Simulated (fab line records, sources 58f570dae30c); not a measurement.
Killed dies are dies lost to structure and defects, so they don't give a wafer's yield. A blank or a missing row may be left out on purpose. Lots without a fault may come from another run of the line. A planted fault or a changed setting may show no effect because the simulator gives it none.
A struck lot beside a sound one | flow berkeley_cmos170 | 16 steps out of a route of 331
Sound: wafers L680.2, L680.3, L680.4. Struck: wafers L669.3, L669.4, L669.5. The cause comes at the end.
At each step with rows: each side's tool, then ch and its chambers, then its first start. Under that, the readings that differ: sound wafers | struck wafers | difference of the means | sigmas: that difference in standard deviations of wafers without a fault.
alike: readings whose means differ by less than 2 such deviations, and words and numbers that are the same on both sides. not compared: withheld readings, readings that some wafer has no value for, bounds like >300 that may hide the same value, and numbers for which the record gives no deviation and whose values overlap.
The two part at a step that has a row with sigmas, a row that says differs or no value, or rows on one side only. Numbers that don't overlap but have no deviation are shown without sigmas and don't part them. A reading that every wafer of one side lacks parts them only if that side has two wafers or more.

first, 2 steps without rows for these wafers: UCB170_M2_COAT_05 (resist thk 900 nm); UCB170_M2_SOFTBAKE_06 (time 60 s).
UCB170_M2_STRIP_07: strips in O2.
  sound on plasma_asher-02 ch 0,1, day 12 07:03; struck on plasma_asher-04 ch 0,1, day 9 18:15
  alike: drypump_motor_current_A, oes_product_au, strip_time_to_endpoint_s
  not compared: rf_hours_counter_h
then, 7 steps without rows for these wafers: UCB170_M2_STRIP_08 (strips KrF in DMSO, time 600 s); UCB170_M2_COAT_09; UCB170_M2_COAT_10 (resist thk 900 nm); UCB170_M2_SOFTBAKE_11 (time 60 s); UCB170_M2_EXPOSE_12 (exposes mask METAL2, target cd 700 nm); UCB170_M2_PEB_13; UCB170_M2_DEVELOP_14 (develop time 45 s).
UCB170_M2_CD_MEAS_15: target cd 700 nm.
  sound on cd_sem-02, day 12 08:34; struck on cd_sem-02, day 9 19:41
  reading    | sound             | struck            | difference | sigmas
  cd_nm (nm) | 697.4 694.7 695.4 | 700.3 699.7 699.5 | +4.0       | +2
UCB170_M2_OVL_MEAS_16:
  sound on overlay-02, day 12 08:40; struck on overlay-02, day 9 19:47
  alike: M2_OVL
UCB170_M2_ETCH_17: etches BARC in N2/H2.
  sound on rie_diel-01 ch 0,1,3, day 12 08:42; struck on rie_diel-02 ch 0,1, day 9 19:48
  no value came back on the struck wafers for any of 5 readings (bias_w (W), chamber_pressure_mTorr (mTorr) and others); on the sound wafers bias_w (W) reads 100.8 100.3 100.2
UCB170_M2_METAL_ETCH_18: etches Al in Cl2/BCl3, stops on SiO2, target depth 1170 nm, time 195 s.
  sound on rie_metal-01 ch 0,1, day 12 08:45; struck on rie_metal-03 ch 0,1, day 9 19:55
  reading               | sound             | struck            | difference | sigmas
  oes_product_au (a.u.) | 0.852 0.851 0.859 | 0.377 0.369 0.373 | -0.481     | -59
  alike: bcl3_flow_sccm, bias_w, drypump_motor_current_A, throttle_valve_pct
  not compared: rf_hours_counter_h
UCB170_M2_STRIP_19: strips in O2.
  sound on plasma_asher-01 ch 0,1, day 12 08:56; struck on plasma_asher-01 ch 0,1, day 9 20:04
  alike: drypump_motor_current_A, oes_product_au
  not compared: rf_hours_counter_h
UCB170_M2_CD_MEAS_90: target cd 700 nm.
  sound on cd_sem-02, day 12 09:05; struck on cd_sem-02, day 9 20:10
  reading    | sound       | struck | difference                    | sigmas
  cd_nm (nm) | 694 693 695 | - - -  | no value on the struck wafers |

WHERE THEY PART
First at UCB170_M2_CD_MEAS_15; last, within this record, at UCB170_M2_CD_MEAS_90.

WHY: what the simulator had put in
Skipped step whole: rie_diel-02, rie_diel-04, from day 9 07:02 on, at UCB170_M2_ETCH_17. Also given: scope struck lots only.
